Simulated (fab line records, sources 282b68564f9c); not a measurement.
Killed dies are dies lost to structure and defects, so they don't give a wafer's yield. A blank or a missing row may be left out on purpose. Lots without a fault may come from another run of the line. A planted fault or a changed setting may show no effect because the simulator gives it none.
A struck lot beside a sound one | flow rit_cmos | 25 steps out of a route of 202
Sound: wafers L265.1, L265.4, L265.6. Struck: wafers L264.2, L264.5, L264.6. The cause comes at the end.
At each step with rows: each side's tool, then ch and its chambers, then its first start. Under that, the readings that differ: sound wafers | struck wafers | difference of the means | sigmas: that difference in standard deviations of wafers without a fault.
alike: readings whose means differ by less than 2 such deviations, and words and numbers that are the same on both sides. not compared: withheld readings, readings that some wafer has no value for, bounds like >300 that may hide the same value, and numbers for which the record gives no deviation and whose values overlap.
The two part at a step that has a row with sigmas, a row that says differs or no value, or rows on one side only. Numbers that don't overlap but have no deviation are shown without sigmas and don't part them. A reading that every wafer of one side lacks parts them only if that side has two wafers or more.

first, 1 step without rows for these wafers: RIT_PRETRO_IMPLANT_08.
RIT_PRETRO_STRIP_09: strips in O2, time 180 s.
  sound on plasma_asher-03 ch 0,1, day 3 09:01; struck on plasma_asher-04 ch 0,1, day 3 03:19
  alike: drypump_motor_current_A
  not compared: rf_hours_counter_h
RIT_PRETRO_TW_MEAS_10:
  sound on film_metro-01, day 3 09:11; struck on film_metro-01, day 3 03:29
  alike: PRETRO_TW
then, 5 steps without rows for these wafers: RIT_GATE_WET_ETCH_00 (etches SiO2 in BOE, target depth 56 nm, time 60 s); RIT_GATE_CLEAN_01 (cleans in SC1, time 600 s); RIT_GATE_CLEAN_02 (cleans in dHF, time 30 s); RIT_GATE_CLEAN_03 (cleans in SC2, time 600 s); RIT_GATE_CLEAN_04 (cleans in dHF, time 60 s).
RIT_FOX2_THK_MEAS_91:
  sound on film_metro-03, day 3 09:40; struck on film_metro-04, day 3 03:58
  alike: FIELD_OXIDE_LEFT_2_THK
then, 2 steps without rows for these wafers: RIT_GATE_OXIDATION_05 (target thk 3 nm, ox time 270 s); RIT_GATE_ANNEAL_06 (time 600 s).
RIT_GATE_THK_MEAS_07:
  sound on film_metro-01, day 3 11:41; struck on film_metro-04, day 3 05:38
  alike: GATE_OXIDE_THK
RIT_GATE_CVD_08: deposits poly-Si from SiH4, target thk 250 nm, time 2220 s.
  sound on lpcvd-02 ch 0, day 3 11:45; struck on lpcvd-01 ch 0, day 3 05:41
  reading                                  | sound           | struck            | difference | sigmas
  model.poly-Si_of_GATE_CVD_08.thk_nm (nm) | 249.3 246.9 248 | 432.3 435.2 431.9 | +185.1     |
RIT_GATE_THK_MEAS_09:
  sound on film_metro-03, day 3 13:22; struck on film_metro-03, day 3 07:19
  reading            | sound             | struck            | difference | sigmas
  GATE_POLY_THK (nm) | 249.1 246.9 247.9 | 432.1 435.3 432.2 | +185.2     | +81
then, 6 steps without rows for these wafers: RIT_GATE_HMDS_10 (prime time 60 s); RIT_GATE_COAT_11 (resist thk 850 nm); RIT_GATE_SOFTBAKE_12 (time 60 s); RIT_GATE_EXPOSE_13 (exposes mask M6, target cd 150 nm); RIT_GATE_PEB_14; RIT_GATE_DEVELOP_15 (develop time 50 s).
RIT_GATE_CD_MEAS_16: target cd 150 nm.
  sound on cd_sem-02, day 3 14:17; struck on cd_sem-02, day 3 08:23
  alike: cd_nm
RIT_GATE_OVL_MEAS_17:
  sound on overlay-02, day 3 14:24; struck on overlay-01, day 3 08:30
  alike: GATE_OVL
then, 1 step without rows for these wafers: RIT_GATE_HARDBAKE_18 (time 60 s).
RIT_GATE_ETCH_19: etches poly-Si in SF6/CHF3/O2, stops on SiO2, time 165 s, target depth 312.5 nm.
  sound on rie_si-02 ch 0,1,2, day 3 14:35; struck on rie_si-01 ch 0,2,3, day 3 08:41
  reading                          | sound             | struck            | difference | sigmas
  oes_product_au (a.u.)            | 0.855 0.845 0.862 | 1.009 1.015 1.006 | +0.156     | +10
  model.GATE.feature_depth_nm (nm) | 249.3 246.9 248   | 315.3 314.1 316.1 | +67.1      |
  model.etch.depth_nm (nm)         | 249.3 246.9 248   | 315.3 314.1 316.1 | +67.1      |
  alike: drypump_motor_current_A, throttle_valve_pct
  not compared: rf_hours_counter_h, model.GATE.cd_nm
RIT_GATE_STRIP_20: strips in O2, time 180 s.
  sound on plasma_asher-02 ch 0,1, day 3 14:41; struck on plasma_asher-02 ch 0,1, day 3 08:47
  alike: drypump_motor_current_A
  not compared: rf_hours_counter_h

WHERE THEY PART
First at RIT_GATE_THK_MEAS_09; last, within this record, at RIT_GATE_ETCH_19. Later steps at which nothing parts them and some readings are alike: RIT_GATE_STRIP_20.

WHY: what the simulator had put in
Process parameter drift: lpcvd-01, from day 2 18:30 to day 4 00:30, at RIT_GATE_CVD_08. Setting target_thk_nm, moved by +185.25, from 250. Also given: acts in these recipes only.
